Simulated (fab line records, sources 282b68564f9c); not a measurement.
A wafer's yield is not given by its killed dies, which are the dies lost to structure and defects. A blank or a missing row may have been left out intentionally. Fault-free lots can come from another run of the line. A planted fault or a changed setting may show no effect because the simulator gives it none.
fab line records + flow rit_cmos
record:
- lots: 13
- wafers: 39
- last_day: 7
route steps=202 shown ACTIVE@4 NLDD@113 SPACER@129 CONTACT@176 M1@202
lots that met no fault: from a run of the same line without faults
start_h: hours from the record's opening day to when the first of the lot's shown wafers began + wait_h: hours since the lot's step before + " unchanged from the row above + L1.1+2: a row that stands for several wafers + - no value, or no start was given + * or withheld: withheld + < > ~ a bound
route shown NAME@n: NAME is a module with steps in the file, n the number in the route of the first one + usual: mean and standard deviation over wafers with no fault + same: alike in all rows + chamber/n: place in a boat + sites: per-site readings + _std_site: standard deviation of those values + _edge_site: outer sites' mean less inner sites' + radius_mm: how far each site lies from the wafer's centre + mask NAME#n: copy n + behind: the tool/chamber that last shaped the wafer + hold: why the lot went on hold/how many hours it stayed there/how the hold came to an end + device: the n, p or np transistor that did not switch + end of line: tests of these same wafers at the route's end + for a step that has no rows: nothing shown but its recipe + killed: dies lost to structure and defects at the first sort, not the wafer's yield + map: dies across one wafer; x = killed, . = not, _ = none there
set.NAME: the setting that was run; set.NAME@STEP: the one run at that earlier step + model.NAME: the simulator's own value behind a step, which no gauge read
one table for each step of the route and one row for each wafer, over a sample of lots
services: from which hour (start_h, from the record's first day; less than 0 if before it) a tool's chamber was out of use, for how many hours, and why
== steps ==
step: RIT_ACTIVE_CVD_03
recipe:
- material: Si3N4
- target_thk_nm: 150
- temp_c: 810
- precursor: SiH2Cl2/NH3
- time_s: 1500
- pressure_mtorr: 300
- sih2cl2_flow_sccm: 60
- nh3_flow_sccm: 150
usual:
- pressure_mtorr: 300.0/0.58
| lot.wafer | tool     | chamber | start_h | wait_h | pressure_mtorr |
|-----------|----------|---------|---------|--------|----------------|
| L568.4    | lpcvd-01 | 0       | 12.29   | 0.0    | 299.3          |
| L568.5    | "        | 0       | "       | "      | 299.2          |
| L568.6    | "        | 0       | "       | "      | 300.5          |
| L569.4    | lpcvd-01 | 0       | 17.26   | 0.0    | 300.5          |
| L569.5    | "        | 0       | "       | "      | 300.0          |
| L569.6    | "        | 0       | "       | "      | 300.1          |
| L570.3    | lpcvd-01 | 1       | 22.11   | 0.0    | 299.9          |
| L570.5    | "        | 1       | "       | "      | 300.6          |
| L570.6    | "        | 1       | "       | "      | 300.8          |
| L572.1    | lpcvd-02 | 1       | 32.11   | 0.1    | 298.9          |
| L572.2    | "        | 1       | "       | "      | 298.8          |
| L572.4    | "        | 1       | "       | "      | 299.6          |
| L573.1    | lpcvd-01 | 0       | 38.52   | 0.4    | 300.2          |
| L573.2    | "        | 0       | "       | "      | 300.5          |
| L573.4    | "        | 0       | "       | "      | 300.4          |
| L576.2    | lpcvd-02 | 0       | 54.84   | 0.0    | 300.2          |
| L576.4    | "        | 0       | "       | "      | 300.0          |
| L576.6    | "        | 0       | "       | "      | 300.0          |
| L578.2    | lpcvd-01 | 1       | 63.40   | 0.0    | 300.0          |
| L578.3    | "        | 1       | "       | "      | 299.8          |
| L578.4    | "        | 1       | "       | "      | 300.4          |
| L582.1    | lpcvd-02 | 1       | 82.11   | 0.1    | 299.9          |
| L582.3    | "        | 1       | "       | "      | 299.6          |
| L582.4    | "        | 1       | "       | "      | 299.8          |
| L586.3    | lpcvd-01 | 0       | 103.39  | 0.7    | 300.3          |
| L586.4    | "        | 0       | "       | "      | 301.1          |
| L586.6    | "        | 0       | "       | "      | 301.4          |
| L587.1    | lpcvd-01 | 1       | 107.95  | 0.1    | 299.1          |
| L587.2    | "        | 1       | "       | "      | 299.3          |
| L587.6    | "        | 1       | "       | "      | 299.5          |
| L588.2    | lpcvd-01 | 1       | 112.94  | 0.0    | 300.3          |
| L588.4    | "        | 1       | "       | "      | 299.9          |
| L588.5    | "        | 1       | "       | "      | 299.8          |
| L589.2    | lpcvd-01 | 0       | 117.98  | 0.4    | 300.0          |
| L589.5    | "        | 0       | "       | "      | 299.3          |
| L589.6    | "        | 0       | "       | "      | 300.4          |
| L591.2    | lpcvd-01 | 0       | 127.68  | 0.0    | 300.1          |
| L591.5    | "        | 0       | "       | "      | 299.9          |
| L591.6    | "        | 0       | "       | "      | 300.5          |
step: RIT_NLDD_TW_MEAS_10
usual:
- NLDD_TW: 2479/10
| lot.wafer | tool          | chamber | start_h | wait_h | NLDD_TW |
|-----------|---------------|---------|---------|--------|---------|
| L568.4    | film_metro-03 | -       | 48.29   | 0.1    | 2474    |
| L568.5    | "             | -       | "       | "      | 2486    |
| L568.6    | "             | -       | "       | "      | 2477    |
| L569.4    | film_metro-03 | -       | 54.30   | 0.1    | 2472    |
| L569.5    | "             | -       | "       | "      | 2471    |
| L569.6    | "             | -       | "       | "      | 2464    |
| L570.3    | film_metro-01 | -       | 57.36   | 0.1    | 2472    |
| L570.5    | "             | -       | "       | "      | 2486    |
| L570.6    | "             | -       | "       | "      | 2466    |
| L572.1    | film_metro-03 | -       | 68.54   | 0.1    | 2474    |
| L572.2    | "             | -       | "       | "      | 2484    |
| L572.4    | "             | -       | "       | "      | 2474    |
| L573.1    | film_metro-03 | -       | 72.16   | 0.1    | 2469    |
| L573.2    | "             | -       | "       | "      | 2488    |
| L573.4    | "             | -       | "       | "      | 2489    |
| L576.2    | film_metro-01 | -       | 88.47   | 0.1    | 2483    |
| L576.4    | "             | -       | "       | "      | 2490    |
| L576.6    | "             | -       | "       | "      | 2490    |
| L578.2    | film_metro-03 | -       | 98.76   | 0.1    | 2475    |
| L578.3    | "             | -       | "       | "      | 2485    |
| L578.4    | "             | -       | "       | "      | 2481    |
| L582.1    | film_metro-03 | -       | 117.10  | 0.1    | 2472    |
| L582.3    | "             | -       | "       | "      | 2468    |
| L582.4    | "             | -       | "       | "      | 2480    |
| L586.3    | film_metro-01 | -       | 137.99  | 0.1    | 2479    |
| L586.4    | "             | -       | "       | "      | 2485    |
| L586.6    | "             | -       | "       | "      | 2486    |
| L587.1    | film_metro-01 | -       | 139.13  | 0.1    | 2491    |
| L587.2    | "             | -       | "       | "      | 2486    |
| L587.6    | "             | -       | "       | "      | 2489    |
| L588.2    | film_metro-02 | -       | 142.74  | 0.1    | 2490    |
| L588.4    | "             | -       | "       | "      | 2490    |
| L588.5    | "             | -       | "       | "      | 2501    |
| L589.2    | film_metro-02 | -       | 151.12  | 0.1    | 2477    |
| L589.5    | "             | -       | "       | "      | 2476    |
| L589.6    | "             | -       | "       | "      | 2483    |
| L591.2    | film_metro-02 | -       | 162.18  | 0.1    | 2473    |
| L591.5    | "             | -       | "       | "      | 2489    |
| L591.6    | "             | -       | "       | "      | 2473    |
step: RIT_SPACER_THK_MEAS_04
recipe:
- reads: Si3N4_of_SPACER_CVD_03
usual:
- SPACER_NITRIDE_THK: 249.4/1.8
| lot.wafer | tool          | chamber | start_h | wait_h | SPACER_NITRIDE_THK[nm] |
|-----------|---------------|---------|---------|--------|------------------------|
| L568.4    | film_metro-04 | -       | 52.07   | 0.0    | 251.1                  |
| L568.5    | "             | -       | "       | "      | 250.4                  |
| L568.6    | "             | -       | "       | "      | 248.7                  |
| L569.4    | film_metro-04 | -       | 58.08   | 0.0    | 248.2                  |
| L569.5    | "             | -       | "       | "      | 246.1                  |
| L569.6    | "             | -       | "       | "      | 247.4                  |
| L570.3    | film_metro-04 | -       | 61.32   | 0.0    | 251.5                  |
| L570.5    | "             | -       | "       | "      | 253.9                  |
| L570.6    | "             | -       | "       | "      | 251.4                  |
| L572.1    | film_metro-03 | -       | 72.38   | 0.0    | 251.6                  |
| L572.2    | "             | -       | "       | "      | 251.5                  |
| L572.4    | "             | -       | "       | "      | 251.1                  |
| L573.1    | film_metro-03 | -       | 77.01   | 0.0    | 250.5                  |
| L573.2    | "             | -       | "       | "      | 247.9                  |
| L573.4    | "             | -       | "       | "      | 248.7                  |
| L576.2    | film_metro-03 | -       | 93.97   | 0.0    | 248.6                  |
| L576.4    | "             | -       | "       | "      | 251.4                  |
| L576.6    | "             | -       | "       | "      | 249.4                  |
| L578.2    | film_metro-04 | -       | 103.62  | 0.0    | 252.0                  |
| L578.3    | "             | -       | "       | "      | 248.2                  |
| L578.4    | "             | -       | "       | "      | 249.9                  |
| L582.1    | film_metro-04 | -       | 122.00  | 0.0    | 250.9                  |
| L582.3    | "             | -       | "       | "      | 249.9                  |
| L582.4    | "             | -       | "       | "      | 249.8                  |
| L586.3    | film_metro-04 | -       | 141.89  | 0.0    | 248.4                  |
| L586.4    | "             | -       | "       | "      | 250.1                  |
| L586.6    | "             | -       | "       | "      | 248.2                  |
| L587.1    | film_metro-02 | -       | 143.87  | 0.0    | 248.0                  |
| L587.2    | "             | -       | "       | "      | 248.3                  |
| L587.6    | "             | -       | "       | "      | 249.4                  |
| L588.2    | film_metro-04 | -       | 147.59  | 0.0    | 249.5                  |
| L588.4    | "             | -       | "       | "      | 251.0                  |
| L588.5    | "             | -       | "       | "      | 248.9                  |
| L589.2    | film_metro-02 | -       | 155.01  | 0.0    | 246.5                  |
| L589.5    | "             | -       | "       | "      | 246.2                  |
| L589.6    | "             | -       | "       | "      | 247.5                  |
| L591.2    | film_metro-02 | -       | 165.95  | 0.0    | 250.7                  |
| L591.5    | "             | -       | "       | "      | 251.9                  |
| L591.6    | "             | -       | "       | "      | 251.2                  |
step: RIT_CONTACT_CD_MEAS_08
recipe:
- target_cd_nm: 1000
usual:
- cd_nm: 998.9/2.1
| lot.wafer | tool      | chamber | start_h | wait_h | cd_nm  |
|-----------|-----------|---------|---------|--------|--------|
| L568.4    | cd_sem-01 | -       | 57.91   | -      | 1002.0 |
| L568.5    | "         | -       | "       | "      | 1000.7 |
| L568.6    | "         | -       | "       | "      | 1000.6 |
| L569.4    | cd_sem-02 | -       | 63.98   | -      | 996.9  |
| L569.5    | "         | -       | "       | "      | 996.4  |
| L569.6    | "         | -       | "       | "      | 997.8  |
| L570.3    | cd_sem-01 | -       | 67.27   | -      | 1001.4 |
| L570.5    | "         | -       | "       | "      | 1000.5 |
| L570.6    | "         | -       | "       | "      | 1001.5 |
| L572.1    | cd_sem-01 | -       | 77.93   | -      | 998.1  |
| L572.2    | "         | -       | "       | "      | 998.2  |
| L572.4    | "         | -       | "       | "      | 999.8  |
| L573.1    | cd_sem-01 | -       | 82.86   | -      | 998.5  |
| L573.2    | "         | -       | "       | "      | 998.7  |
| L573.4    | "         | -       | "       | "      | 998.8  |
| L576.2    | cd_sem-02 | -       | 100.02  | -      | 1000.0 |
| L576.4    | "         | -       | "       | "      | 996.9  |
| L576.6    | "         | -       | "       | "      | 998.5  |
| L578.2    | cd_sem-02 | -       | 109.53  | -      | 1000.3 |
| L578.3    | "         | -       | "       | "      | 998.5  |
| L578.4    | "         | -       | "       | "      | 999.7  |
| L582.1    | cd_sem-02 | -       | 127.98  | -      | 994.2  |
| L582.3    | "         | -       | "       | "      | 995.4  |
| L582.4    | "         | -       | "       | "      | 993.8  |
| L586.3    | cd_sem-02 | -       | 147.59  | -      | 999.3  |
| L586.4    | "         | -       | "       | "      | 999.2  |
| L586.6    | "         | -       | "       | "      | 1001.5 |
| L587.1    | cd_sem-01 | -       | 149.75  | -      | 1000.6 |
| L587.2    | "         | -       | "       | "      | 1001.5 |
| L587.6    | "         | -       | "       | "      | 1001.5 |
| L588.2    | cd_sem-02 | -       | 153.38  | -      | 1001.5 |
| L588.4    | "         | -       | "       | "      | 1000.2 |
| L588.5    | "         | -       | "       | "      | 1000.6 |
| L589.2    | cd_sem-01 | -       | 160.65  | -      | 995.0  |
| L589.5    | "         | -       | "       | "      | 996.8  |
| L589.6    | "         | -       | "       | "      | 994.3  |
| L591.2    | cd_sem-02 | -       | 171.88  | -      | 995.0  |
| L591.5    | "         | -       | "       | "      | 994.1  |
| L591.6    | "         | -       | "       | "      | 996.4  |
step: RIT_M1_PROBE_99
usual:
- killed_at_contacts: 0.0/0.22
- killed_at_front_end: 6.6/3
- killed_dies: 6.6/3
- killed_on_rim: 1.8/1.4
- killed_open: 3.4/2
- killed_short: 3.2/2
same:
- gross_dies: 264
- killed_at_M0_to_M3: 0
- killed_at_M4_up: 0
- killed_at_back_side: 0
- killed_at_other: 0
| lot.wafer | tool      | chamber | start_h | wait_h | hold                     | killed_at_contacts | killed_at_front_end | killed_dies | killed_on_rim | killed_open | killed_short |
|-----------|-----------|---------|---------|--------|--------------------------|--------------------|---------------------|-------------|---------------|-------------|--------------|
| L568.4    | prober-01 | -       | 63.58   | 0.2    | -                        | 0                  | 5                   | 5           | 3             | 3           | 2            |
| L568.5    | prober-01 | -       | 63.63   | 0.2    | -                        | 0                  | 8                   | 8           | 1             | 6           | 2            |
| L568.6    | prober-01 | -       | 63.68   | 0.2    | -                        | 0                  | 12                  | 12          | 3             | 6           | 6            |
| L569.4    | prober-02 | -       | 69.37   | 0.2    | -                        | 1                  | 8                   | 9           | 3             | 3           | 6            |
| L569.5    | prober-02 | -       | 69.42   | 0.2    | -                        | 0                  | 7                   | 7           | 0             | 4           | 3            |
| L569.6    | prober-02 | -       | 69.47   | 0.2    | -                        | 0                  | 8                   | 8           | 2             | 3           | 5            |
| L570.3    | prober-01 | -       | 72.52   | 0.2    | -                        | 0                  | 9                   | 9           | 1             | 5           | 4            |
| L570.5    | prober-01 | -       | 72.62   | 0.2    | -                        | 0                  | 8                   | 8           | 0             | 5           | 3            |
| L570.6    | prober-01 | -       | 72.67   | 0.2    | -                        | 0                  | 5                   | 5           | 3             | 1           | 4            |
| L572.1    | prober-01 | -       | 83.20   | 0.1    | -                        | 0                  | 4                   | 4           | 0             | 2           | 2            |
| L572.2    | prober-01 | -       | 83.25   | 0.1    | -                        | 0                  | 9                   | 9           | 1             | 5           | 4            |
| L572.4    | prober-01 | -       | 83.35   | 0.2    | -                        | 0                  | 5                   | 5           | 2             | 3           | 2            |
| L573.1    | prober-02 | -       | 88.04   | 0.1    | -                        | 0                  | 10                  | 10          | 2             | 3           | 7            |
| L573.2    | prober-02 | -       | 88.09   | 0.1    | -                        | 0                  | 5                   | 5           | 1             | 2           | 3            |
| L573.4    | prober-02 | -       | 88.19   | 0.2    | -                        | 0                  | 12                  | 12          | 5             | 8           | 4            |
| L576.2    | prober-01 | -       | 105.42  | 0.1    | -                        | 0                  | 6                   | 6           | 1             | 4           | 2            |
| L576.4    | prober-01 | -       | 105.52  | 0.2    | -                        | 0                  | 6                   | 6           | 0             | 1           | 5            |
| L576.6    | prober-01 | -       | 105.62  | 0.2    | -                        | 0                  | 4                   | 4           | 2             | 1           | 3            |
| L578.2    | prober-01 | -       | 114.86  | 0.1    | -                        | 0                  | 9                   | 9           | 3             | 4           | 5            |
| L578.3    | prober-01 | -       | 114.91  | 0.2    | -                        | 0                  | 2                   | 2           | 0             | 2           | 0            |
| L578.4    | prober-01 | -       | 114.96  | 0.2    | -                        | 0                  | 8                   | 8           | 1             | 6           | 2            |
| L582.1    | prober-02 | -       | 133.28  | 0.1    | await_dispo/6.2h/release | 0                  | 14                  | 14          | 7             | 1           | 2            |
| L582.3    | prober-02 | -       | 133.38  | 0.2    | await_dispo/6.2h/release | 0                  | 16                  | 16          | 10            | 2           | 0            |
| L582.4    | prober-02 | -       | 133.43  | 0.2    | await_dispo/6.2h/release | 0                  | 21                  | 21          | 10            | 7           | 3            |
| L586.3    | prober-02 | -       | 152.93  | 0.2    | -                        | 0                  | 6                   | 6           | 3             | 3           | 3            |
| L586.4    | prober-02 | -       | 152.98  | 0.2    | -                        | 1                  | 2                   | 3           | 1             | 3           | 0            |
| L586.6    | prober-02 | -       | 153.08  | 0.2    | -                        | 0                  | 7                   | 7           | 0             | 5           | 2            |
| L587.1    | prober-01 | -       | 154.95  | 0.1    | -                        | 0                  | 8                   | 8           | 2             | 3           | 5            |
| L587.2    | prober-01 | -       | 155.00  | 0.1    | -                        | 1                  | 4                   | 5           | 0             | 1           | 4            |
| L587.6    | prober-01 | -       | 155.20  | 0.2    | -                        | 1                  | 3                   | 4           | 0             | 2           | 2            |
| L588.2    | prober-02 | -       | 158.69  | 0.1    | -                        | 0                  | 12                  | 12          | 3             | 6           | 6            |
| L588.4    | prober-02 | -       | 158.79  | 0.2    | -                        | 0                  | 2                   | 2           | 2             | 1           | 1            |
| L588.5    | prober-02 | -       | 158.84  | 0.2    | -                        | 1                  | 8                   | 9           | 4             | 9           | 0            |
| L589.2    | prober-01 | -       | 165.85  | 0.1    | -                        | 0                  | 4                   | 4           | 0             | 2           | 2            |
| L589.5    | prober-01 | -       | 166.00  | 0.2    | -                        | 0                  | 4                   | 4           | 1             | 2           | 2            |
| L589.6    | prober-01 | -       | 166.05  | 0.2    | -                        | 0                  | 4                   | 4           | 1             | 1           | 3            |
| L591.2    | prober-01 | -       | 177.33  | 0.1    | -                        | 0                  | 7                   | 7           | 1             | 4           | 3            |
| L591.5    | prober-01 | -       | 177.48  | 0.2    | -                        | 0                  | 9                   | 9           | 0             | 7           | 2            |
| L591.6    | prober-01 | -       | 177.53  | 0.2    | -                        | 0                  | 6                   | 6           | 1             | 4           | 2            |
killed by level:class
L568.4 GATE:geometric_particle:open=2 REOX:geometric_particle:short=2 REOX:geometric_particle:open=1
L568.5 REOX:geometric_particle:open=3 FOX1:geometric_particle:short=2 FOX1:geometric_particle:open=1 FOX2:geometric_particle:open=1 GATE:geometric_particle:open=1
L568.6 GATE:geometric_particle:short=4 FOX1:geometric_particle:short=2 GATE:geometric_particle:open=2 SILICIDE:geometric_particle:open=2 FOX1:geometric_particle:open=1 FOX2:geometric_particle:open=1
L569.4 GATE:geometric_particle:short=4 FOX1:geometric_particle:open=1 FOX2:geometric_particle:open=1 REOX:geometric_particle:open=1 SPACER:geometric_particle:short=1 CONTACT:geometric_particle:short=1
L569.5 FOX2:geometric_particle:open=2 SPACER:geometric_particle:short=2 GATE:geometric_particle:open=1 GATE:geometric_particle:short=1 REOX:geometric_particle:open=1
L569.6 GATE:geometric_particle:short=3 GATE:geometric_particle:open=2 FOX1:geometric_particle:short=1 REOX:geometric_particle:short=1 SILICIDE:geometric_particle:open=1
L570.3 GATE:geometric_particle:short=3 GATE:geometric_particle:open=3 REOX:geometric_particle:open=1 SPACER:geometric_particle:open=1 SILICIDE:geometric_particle:short=1
L570.5 GATE:geometric_particle:open=3 GATE:geometric_particle:short=1 REOX:geometric_particle:open=1 SPACER:geometric_particle:short=1 SPACER:geometric_particle:open=1 SILICIDE:geometric_particle:short=1
L570.6 REOX:geometric_particle:short=2 GATE:geometric_particle:short=1 GATE:geometric_particle:open=1 SPACER:geometric_particle:short=1
L572.1 GATE:geometric_particle:open=2 FOX1:geometric_particle:short=1 FOX2:geometric_particle:short=1
L572.2 GATE:geometric_particle:open=3 GATE:geometric_particle:short=2 SPACER:geometric_particle:open=2 FOX2:geometric_particle:short=1 REOX:geometric_particle:short=1
L572.4 GATE:geometric_particle:open=2 FOX2:geometric_particle:open=1 GATE:geometric_particle:short=1 REOX:geometric_particle:short=1
L573.1 GATE:geometric_particle:short=4 GATE:geometric_particle:open=2 FOX1:geometric_particle:open=1 FOX2:geometric_particle:short=1 SPACER:geometric_particle:short=1 SILICIDE:geometric_particle:short=1
L573.2 GATE:geometric_particle:short=2 FOX1:geometric_particle:short=1 GATE:geometric_particle:open=1 SILICIDE:geometric_particle:open=1
L573.4 REOX:geometric_particle:open=3 FOX1:geometric_particle:open=2 FOX1:geometric_particle:short=2 GATE:geometric_particle:short=1 GATE:geometric_particle:open=1 SPACER:geometric_particle:open=1 SPACER:geometric_particle:short=1 SILICIDE:geometric_particle:open=1
L576.2 GATE:geometric_particle:open=3 REOX:geometric_particle:short=1 SPACER:geometric_particle:short=1 SILICIDE:geometric_particle:open=1
L576.4 GATE:geometric_particle:short=4 FOX2:geometric_particle:open=1 REOX:geometric_particle:short=1
L576.6 SILICIDE:geometric_particle:short=2 FOX1:geometric_particle:open=1 GATE:geometric_particle:short=1
L578.2 GATE:geometric_particle:open=3 FOX1:geometric_particle:short=1 FOX2:geometric_particle:short=1 GATE:geometric_particle:short=1 SPACER:geometric_particle:short=1 SILICIDE:geometric_particle:short=1 SILICIDE:geometric_particle:open=1
L578.3 GATE:geometric_particle:open=1 REOX:geometric_particle:open=1
L578.4 GATE:geometric_particle:open=3 FOX1:geometric_particle:open=1 FOX2:geometric_particle:open=1 GATE:geometric_particle:short=1 REOX:geometric_particle:short=1 SPACER:geometric_particle:open=1
L582.1 ACTIVE:unspecified=11 GATE:geometric_particle:short=2 REOX:geometric_particle:open=1
L582.3 ACTIVE:unspecified=14 FOX1:geometric_particle:open=1 GATE:geometric_particle:open=1
L582.4 ACTIVE:unspecified=11 REOX:geometric_particle:open=3 FOX1:geometric_particle:open=2 FOX1:geometric_particle:short=1 FOX2:geometric_particle:open=1 GATE:geometric_particle:open=1 REOX:geometric_particle:short=1 SPACER:geometric_particle:short=1
L586.3 GATE:geometric_particle:short=2 SPACER:geometric_particle:open=1 GATE:geometric_particle:open=1 SPACER:geometric_particle:short=1 SILICIDE:geometric_particle:open=1
L586.4 REOX:geometric_particle:open=1 SILICIDE:geometric_particle:open=1 CONTACT:geometric_particle:open=1
L586.6 GATE:geometric_particle:open=2 REOX:geometric_particle:open=2 REOX:geometric_particle:short=2 SPACER:geometric_particle:open=1
L587.1 GATE:geometric_particle:short=3 FOX1:geometric_particle:open=2 FOX1:geometric_particle:short=1 FOX2:geometric_particle:short=1 GATE:geometric_particle:open=1
L587.2 SPACER:geometric_particle:short=2 REOX:geometric_particle:open=1 SILICIDE:geometric_particle:short=1 CONTACT:geometric_particle:short=1
L587.6 GATE:geometric_particle:open=2 GATE:geometric_particle:short=1 CONTACT:geometric_particle:short=1
L588.2 FOX1:geometric_particle:open=2 FOX2:geometric_particle:short=2 GATE:geometric_particle:open=1 GATE:geometric_particle:short=1 REOX:geometric_particle:open=1 REOX:geometric_particle:short=1 SPACER:geometric_particle:open=1 SPACER:geometric_particle:short=1
L588.4 FOX1:geometric_particle:open=1 REOX:geometric_particle:short=1
L588.5 GATE:geometric_particle:open=6 FOX1:geometric_particle:open=1 REOX:geometric_particle:open=1 CONTACT:geometric_particle:open=1
L589.2 FOX2:geometric_particle:short=1 GATE:geometric_particle:open=1 SILICIDE:geometric_particle:short=1 SILICIDE:geometric_particle:open=1
L589.5 FOX1:geometric_particle:open=1 FOX2:geometric_particle:short=1 GATE:geometric_particle:open=1 SPACER:geometric_particle:short=1
L589.6 GATE:geometric_particle:short=2 FOX2:geometric_particle:short=1 FOX2:geometric_particle:open=1
L591.2 FOX2:geometric_particle:short=2 GATE:geometric_particle:open=2 SILICIDE:geometric_particle:open=2 SILICIDE:geometric_particle:short=1
L591.5 SILICIDE:geometric_particle:open=3 GATE:geometric_particle:open=2 ACTIVE:geometric_particle:open=1 FOX1:geometric_particle:open=1 FOX2:geometric_particle:short=1 SILICIDE:geometric_particle:short=1
L591.6 SPACER:geometric_particle:short=2 SPACER:geometric_particle:open=2 SILICIDE:geometric_particle:open=2
== services ==
| tool     | chamber | start_h | hours | kind |
|----------|---------|---------|-------|------|
| lpcvd-02 | -       | -5.99   | 2.8   | pm   |
| lpcvd-02 | -       | 35.00   | 14.6  | pm   |
== key ==
first_sign:
- step: RIT_M1_PROBE_99
- reading: killed_at_front_end
- direction: up
- sigmas: 3.5
- usual: 6.6
- struck: 17
effect:
- step: RIT_M1_PROBE_99
- reading: killed_dies
- direction: up
- sigmas: 3.5
- usual: 6.6
- struck: 17
met_at RIT_ACTIVE_CVD_03
struck_lots L582
tester_left_out L582
not_acting_at RIT_NLDD_TW_MEAS_10,RIT_SPACER_THK_MEAS_04,RIT_CONTACT_CD_MEAS_08
onset_between 54.84 82.11
earlier_fault:
- kind: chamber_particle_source
- tool: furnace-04
- chamber: 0
- onset_h: 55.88
- steps: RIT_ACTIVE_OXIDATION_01
- rate_per_visit_cm2: 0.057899
- end_h: 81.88
fault:
- kind: chamber_particle_source
- tool: lpcvd-02
- chamber: -
- onset_h: 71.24
- steps: RIT_ACTIVE_CVD_03
- rate_per_visit_cm2: 0.68998
- end_h: 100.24
tester_left_out: of these lots the tester's yield and bins aren't shown, on N5 and GAA mostly nor the transistor test; their killed dies are dies lost to structure and defects alone, not to doping, threshold or leakage, so they don't give the yield
